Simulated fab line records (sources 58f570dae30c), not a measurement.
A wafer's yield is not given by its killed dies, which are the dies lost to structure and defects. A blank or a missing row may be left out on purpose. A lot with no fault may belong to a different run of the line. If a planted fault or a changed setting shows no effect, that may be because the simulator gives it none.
The tool behind it: which one? || flow berkeleyCmos170 || 15 lots, 45 wafers sampled, at 5 steps of a route of 331

## WHAT THE GAUGES READ, wafer by wafer
UCB170_PFIELD_TW_MEAS_09. Usual: PFIELD_TW 597, standard deviation 4.7.
{"lot": "L237", "measured": "day 4 17:22", "on": "filmMetro-01", "PFIELD_TW": "592 591 590", "flag": ""}
{"lot": "L238", "measured": "day 4 17:30", "on": "filmMetro-03", "PFIELD_TW": "605 604 602", "flag": ""}
{"lot": "L239", "measured": "day 4 21:38", "on": "filmMetro-03", "PFIELD_TW": "604 606 601", "flag": ""}
{"lot": "L242", "measured": "day 5 01:16", "on": "filmMetro-03", "PFIELD_TW": "601 599 601", "flag": ""}
{"lot": "L246", "measured": "day 6 09:26", "on": "filmMetro-03", "PFIELD_TW": "656 656 656", "flag": "OFF"}
{"lot": "L247", "measured": "day 6 17:46", "on": "filmMetro-04", "PFIELD_TW": "649 649 647", "flag": "OFF"}
{"lot": "L250", "measured": "day 7 03:18", "on": "filmMetro-04", "PFIELD_TW": "597 599 599", "flag": ""}
{"lot": "L249", "measured": "day 7 03:27", "on": "filmMetro-03", "PFIELD_TW": "652 653 653", "flag": "OFF"}
{"lot": "L251", "measured": "day 7 08:12", "on": "filmMetro-04", "PFIELD_TW": "600 594 599", "flag": ""}
{"lot": "L253", "measured": "day 7 15:46", "on": "filmMetro-03", "PFIELD_TW": "601 600 600", "flag": ""}
{"lot": "L252", "measured": "day 7 15:53", "on": "filmMetro-01", "PFIELD_TW": "594 592 590", "flag": ""}
{"lot": "L255", "measured": "day 8 03:39", "on": "filmMetro-04", "PFIELD_TW": "592 595 596", "flag": ""}
{"lot": "L257", "measured": "day 8 18:14", "on": "filmMetro-01", "PFIELD_TW": "594 595 593", "flag": ""}
{"lot": "L258", "measured": "day 9 00:37", "on": "filmMetro-01", "PFIELD_TW": "592 596 596", "flag": ""}
{"lot": "L259", "measured": "day 9 02:48", "on": "filmMetro-01", "PFIELD_TW": "590 594 595", "flag": ""}

UCB170_NVT_TW_MEAS_09. Usual: NVT_TW 521, standard deviation 4.5.
{"lot": "L237", "measured": "day 5 23:41", "on": "filmMetro-03", "NVT_TW": "526 524 524", "flag": ""}
{"lot": "L238", "measured": "day 5 23:56", "on": "filmMetro-04", "NVT_TW": "521 517 518", "flag": ""}
{"lot": "L239", "measured": "day 6 04:43", "on": "filmMetro-04", "NVT_TW": "522 521 520", "flag": ""}
{"lot": "L242", "measured": "day 6 04:28", "on": "filmMetro-01", "NVT_TW": "515 514 514", "flag": ""}
{"lot": "L246", "measured": "day 7 14:43", "on": "filmMetro-03", "NVT_TW": "523 524 523", "flag": ""}
{"lot": "L247", "measured": "day 7 22:30", "on": "filmMetro-03", "NVT_TW": "525 522 521", "flag": ""}
{"lot": "L250", "measured": "day 8 12:41", "on": "filmMetro-01", "NVT_TW": "514 519 515", "flag": ""}
{"lot": "L249", "measured": "day 8 12:37", "on": "filmMetro-04", "NVT_TW": "521 517 522", "flag": ""}
{"lot": "L251", "measured": "day 8 15:24", "on": "filmMetro-04", "NVT_TW": "518 522 516", "flag": ""}
{"lot": "L253", "measured": "day 8 22:16", "on": "filmMetro-01", "NVT_TW": "518 518 518", "flag": ""}
{"lot": "L252", "measured": "day 8 22:01", "on": "filmMetro-03", "NVT_TW": "526 531 532", "flag": ""}
{"lot": "L255", "measured": "day 9 11:06", "on": "filmMetro-01", "NVT_TW": "519 520 520", "flag": ""}
{"lot": "L257", "measured": "day 10 01:09", "on": "filmMetro-03", "NVT_TW": "529 523 524", "flag": ""}
{"lot": "L258", "measured": "day 10 05:32", "on": "filmMetro-03", "NVT_TW": "526 523 523", "flag": ""}
{"lot": "L259", "measured": "day 10 06:05", "on": "filmMetro-04", "NVT_TW": "518 519 518", "flag": ""}

UCB170_NLDD_OVL_MEAS_07. Usual: NLDD_OVL 5 nm, standard deviation 6.
{"lot": "L237", "measured": "day 6 17:13", "on": "overlay-01", "NLDD_OVL (nm)": "6 9 3", "flag": ""}
{"lot": "L238", "measured": "day 6 16:58", "on": "overlay-01", "NLDD_OVL (nm)": "-4 11 3", "flag": ""}
{"lot": "L239", "measured": "day 7 00:13", "on": "overlay-02", "NLDD_OVL (nm)": "12 18 15", "flag": ""}
{"lot": "L242", "measured": "day 6 23:57", "on": "overlay-02", "NLDD_OVL (nm)": "11 14 15", "flag": ""}
{"lot": "L246", "measured": "day 8 10:06", "on": "overlay-02", "NLDD_OVL (nm)": "3 7 4", "flag": ""}
{"lot": "L247", "measured": "day 8 17:49", "on": "overlay-01", "NLDD_OVL (nm)": "7 -5 4", "flag": ""}
{"lot": "L250", "measured": "day 9 10:15", "on": "overlay-02", "NLDD_OVL (nm)": "7 7 8", "flag": ""}
{"lot": "L249", "measured": "day 9 07:34", "on": "overlay-02", "NLDD_OVL (nm)": "16 8 15", "flag": ""}
{"lot": "L251", "measured": "day 9 10:32", "on": "overlay-01", "NLDD_OVL (nm)": "11 10 10", "flag": ""}
{"lot": "L253", "measured": "day 9 17:25", "on": "overlay-02", "NLDD_OVL (nm)": "3 6 0", "flag": ""}
{"lot": "L252", "measured": "day 9 16:47", "on": "overlay-01", "NLDD_OVL (nm)": "1 2 -4", "flag": ""}
{"lot": "L255", "measured": "day 10 03:08", "on": "overlay-02", "NLDD_OVL (nm)": "11 9 7", "flag": ""}
{"lot": "L257", "measured": "day 10 17:24", "on": "overlay-02", "NLDD_OVL (nm)": "2 10 6", "flag": ""}
{"lot": "L258", "measured": "day 10 23:05", "on": "overlay-01", "NLDD_OVL (nm)": "-4 -1 2", "flag": ""}
{"lot": "L259", "measured": "day 10 22:47", "on": "overlay-01", "NLDD_OVL (nm)": "14 1 5", "flag": ""}

## EACH LOT AND THE TOOL THAT RAN IT (in order: tool; ch and the chambers of the sampled wafers; start)
{"lot": "L237", "UCB170_PFIELD_IMPLANT_07": "implanter-01 ch 0, day 4 17:07", "UCB170_GATE_STRIP_16": "plasmaAsher-04 ch 0,1, day 6 13:40"}
{"lot": "L238", "UCB170_PFIELD_IMPLANT_07": "implanter-03 ch 0, day 4 17:17", "UCB170_GATE_STRIP_16": "plasmaAsher-01 ch 0,1, day 6 13:28"}
{"lot": "L239", "UCB170_PFIELD_IMPLANT_07": "implanter-03 ch 0, day 4 21:23", "UCB170_GATE_STRIP_16": "plasmaAsher-04 ch 0, day 6 20:06"}
{"lot": "L242", "UCB170_PFIELD_IMPLANT_07": "implanter-01 ch 0, day 5 01:02", "UCB170_GATE_STRIP_16": "plasmaAsher-01 ch 0,1, day 6 20:06"}
{"lot": "L246", "UCB170_PFIELD_IMPLANT_07": "implanter-03 ch 0, day 6 09:11", "UCB170_GATE_STRIP_16": "plasmaAsher-01 ch 0,1, day 8 06:35"}
{"lot": "L247", "UCB170_PFIELD_IMPLANT_07": "implanter-03 ch 0, day 6 17:31", "UCB170_GATE_STRIP_16": "plasmaAsher-04 ch 0, day 8 14:36"}
{"lot": "L250", "UCB170_PFIELD_IMPLANT_07": "implanter-01 ch 0, day 7 03:03", "UCB170_GATE_STRIP_16": "plasmaAsher-04 ch 0,1, day 9 04:42"}
{"lot": "L249", "UCB170_PFIELD_IMPLANT_07": "implanter-03 ch 0, day 7 03:14", "UCB170_GATE_STRIP_16": "plasmaAsher-04 ch 0,1, day 9 04:28"}
{"lot": "L251", "UCB170_PFIELD_IMPLANT_07": "implanter-04 ch 0, day 7 07:59", "UCB170_GATE_STRIP_16": "plasmaAsher-04 ch 0,1, day 9 04:50"}
{"lot": "L253", "UCB170_PFIELD_IMPLANT_07": "implanter-04 ch 0, day 7 15:32", "UCB170_GATE_STRIP_16": "plasmaAsher-04 ch 0,1, day 9 13:04"}
{"lot": "L252", "UCB170_PFIELD_IMPLANT_07": "implanter-01 ch 0, day 7 15:38", "UCB170_GATE_STRIP_16": "plasmaAsher-04 ch 0,1, day 9 12:52"}
{"lot": "L255", "UCB170_PFIELD_IMPLANT_07": "implanter-01 ch 0, day 8 03:24", "UCB170_GATE_STRIP_16": "plasmaAsher-04 ch 0,1, day 9 23:05"}
{"lot": "L257", "UCB170_PFIELD_IMPLANT_07": "implanter-01 ch 0, day 8 18:00", "UCB170_GATE_STRIP_16": "plasmaAsher-01 ch 0, day 10 13:55"}
{"lot": "L258", "UCB170_PFIELD_IMPLANT_07": "implanter-01 ch 0, day 9 00:24", "UCB170_GATE_STRIP_16": "plasmaAsher-02 ch 0,1, day 10 19:19"}
{"lot": "L259", "UCB170_PFIELD_IMPLANT_07": "implanter-04 ch 0, day 9 02:33", "UCB170_GATE_STRIP_16": "plasmaAsher-04 ch 0,1, day 10 19:01"}
- UCB170_PFIELD_IMPLANT_07
- UCB170_GATE_STRIP_16: strips in O2.

## AS READ BY THE TOOLS THEMSELVES (means over the sampled wafers that have a number; for cases with no such wafer, the mark the record gives instead)
UCB170_PFIELD_IMPLANT_07. Usual: doseIonsCm2 1.9999e+13, standard deviation 2.4e+10; faradayCurrentUA 63.5, standard deviation 1.4.
{"lot": "L237", "tool": "implanter-01", "doseIonsCm2": 2.0002e+13, "faradayCurrentUA": 62.9, "flag": ""}
{"lot": "L238", "tool": "implanter-03", "doseIonsCm2": 1.9970e+13, "faradayCurrentUA": 63.6, "flag": ""}
{"lot": "L239", "tool": "implanter-03", "doseIonsCm2": 2.0008e+13, "faradayCurrentUA": 64.7, "flag": ""}
{"lot": "L242", "tool": "implanter-01", "doseIonsCm2": 1.9999e+13, "faradayCurrentUA": 63.9, "flag": ""}
{"lot": "L246", "tool": "implanter-03", "doseIonsCm2": 2.6021e+13, "faradayCurrentUA": 80.3, "flag": "OFF"}
{"lot": "L247", "tool": "implanter-03", "doseIonsCm2": 2.5991e+13, "faradayCurrentUA": 82.0, "flag": "OFF"}
{"lot": "L250", "tool": "implanter-01", "doseIonsCm2": 2.0002e+13, "faradayCurrentUA": 63.9, "flag": ""}
{"lot": "L249", "tool": "implanter-03", "doseIonsCm2": 2.6007e+13, "faradayCurrentUA": 83.4, "flag": "OFF"}
{"lot": "L251", "tool": "implanter-04", "doseIonsCm2": 2.0024e+13, "faradayCurrentUA": 63.3, "flag": ""}
{"lot": "L253", "tool": "implanter-04", "doseIonsCm2": 1.9987e+13, "faradayCurrentUA": 63.8, "flag": ""}
{"lot": "L252", "tool": "implanter-01", "doseIonsCm2": 2.0009e+13, "faradayCurrentUA": 65.4, "flag": ""}
{"lot": "L255", "tool": "implanter-01", "doseIonsCm2": 1.9966e+13, "faradayCurrentUA": 62.9, "flag": ""}
{"lot": "L257", "tool": "implanter-01", "doseIonsCm2": 1.9994e+13, "faradayCurrentUA": 63.7, "flag": ""}
{"lot": "L258", "tool": "implanter-01", "doseIonsCm2": 1.9996e+13, "faradayCurrentUA": 64.6, "flag": ""}
{"lot": "L259", "tool": "implanter-04", "doseIonsCm2": 1.9994e+13, "faradayCurrentUA": 64.8, "flag": ""}

UCB170_GATE_STRIP_16. Usual: drypumpMotorCurrentA 5.6 A, standard deviation 0.4; oesProductAu 0.724 a.u., standard deviation 0.0041.
{"lot": "L237", "tool": "plasmaAsher-04", "drypumpMotorCurrentA (A)": 6.0, "oesProductAu (a.u.)": 0.722, "flag": ""}
{"lot": "L238", "tool": "plasmaAsher-01", "drypumpMotorCurrentA (A)": 5.6, "oesProductAu (a.u.)": 0.724, "flag": ""}
{"lot": "L239", "tool": "plasmaAsher-04", "drypumpMotorCurrentA (A)": 6.2, "oesProductAu (a.u.)": 0.726, "flag": ""}
{"lot": "L242", "tool": "plasmaAsher-01", "drypumpMotorCurrentA (A)": 5.3, "oesProductAu (a.u.)": 0.721, "flag": ""}
{"lot": "L246", "tool": "plasmaAsher-01", "drypumpMotorCurrentA (A)": 5.6, "oesProductAu (a.u.)": 0.725, "flag": ""}
{"lot": "L247", "tool": "plasmaAsher-04", "drypumpMotorCurrentA (A)": 6.2, "oesProductAu (a.u.)": 0.723, "flag": ""}
{"lot": "L250", "tool": "plasmaAsher-04", "drypumpMotorCurrentA (A)": 5.7, "oesProductAu (a.u.)": 0.723, "flag": ""}
{"lot": "L249", "tool": "plasmaAsher-04", "drypumpMotorCurrentA (A)": 6.0, "oesProductAu (a.u.)": 0.723, "flag": ""}
{"lot": "L251", "tool": "plasmaAsher-04", "drypumpMotorCurrentA (A)": 6.0, "oesProductAu (a.u.)": 0.720, "flag": ""}
{"lot": "L253", "tool": "plasmaAsher-04", "drypumpMotorCurrentA (A)": 6.0, "oesProductAu (a.u.)": 0.724, "flag": ""}
{"lot": "L252", "tool": "plasmaAsher-04", "drypumpMotorCurrentA (A)": 5.7, "oesProductAu (a.u.)": 0.724, "flag": ""}
{"lot": "L255", "tool": "plasmaAsher-04", "drypumpMotorCurrentA (A)": 5.7, "oesProductAu (a.u.)": 0.730, "flag": ""}
{"lot": "L257", "tool": "plasmaAsher-01", "drypumpMotorCurrentA (A)": 5.0, "oesProductAu (a.u.)": 0.720, "flag": ""}
{"lot": "L258", "tool": "plasmaAsher-02", "drypumpMotorCurrentA (A)": 5.7, "oesProductAu (a.u.)": 0.725, "flag": ""}
{"lot": "L259", "tool": "plasmaAsher-04", "drypumpMotorCurrentA (A)": 5.7, "oesProductAu (a.u.)": 0.725, "flag": ""}

## THE ANSWER, worked out from the rows above alone
Rule: a lot counts as off when the mean over its wafers that have a number is more than 3 standard deviations away from the usual mean. A lot without any number at a reading at which 4 lots or more have one is off too. Any other lot the step has rows for is counted as sound. First the gauges in route order, then the tools' own readings, where a lot's mean is used as printed above. At the first step where some lot is off, the reading lying furthest off is the one used; lots without a number count as furthest.
Off: L246, L247, L249, seen at UCB170_PFIELD_TW_MEAS_09 (PFIELD_TW).
If a tool, at a process step before that reading, ran all the lots that are off and no sound lot after the first of them, it fits. The gauges at UCB170_PFIELD_TW_MEAS_09 aren't tried: what is off there is off at UCB170_PFIELD_IMPLANT_07 too, on other tools, and a gauge's error can't cause that. One fits: implanter-03 at UCB170_PFIELD_IMPLANT_07. A fault onset in the window from L239 (day 4 21:23, its last sound lot) to L246 (day 6 09:11, its first lot off) fits.
The tool's own readings at UCB170_PFIELD_IMPLANT_07 bear it out: on the lots that are off they differ by more than 5 times the standard deviation of the sound lots' means. doseIonsCm2 reads 2.6006e+13 there against 1.9996e+13 on the sound lots; faradayCurrentUA reads 81.9 there against 64.0 on the sound lots.

## WHAT HAD BEEN PUT IN BY THE SIMULATOR
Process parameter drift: implanter-03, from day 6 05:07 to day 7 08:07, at UCB170_PFIELD_IMPLANT_07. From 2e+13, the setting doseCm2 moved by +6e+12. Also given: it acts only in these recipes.
Shown lots that were struck: L246, L247, L249. The same result came from the rule above.
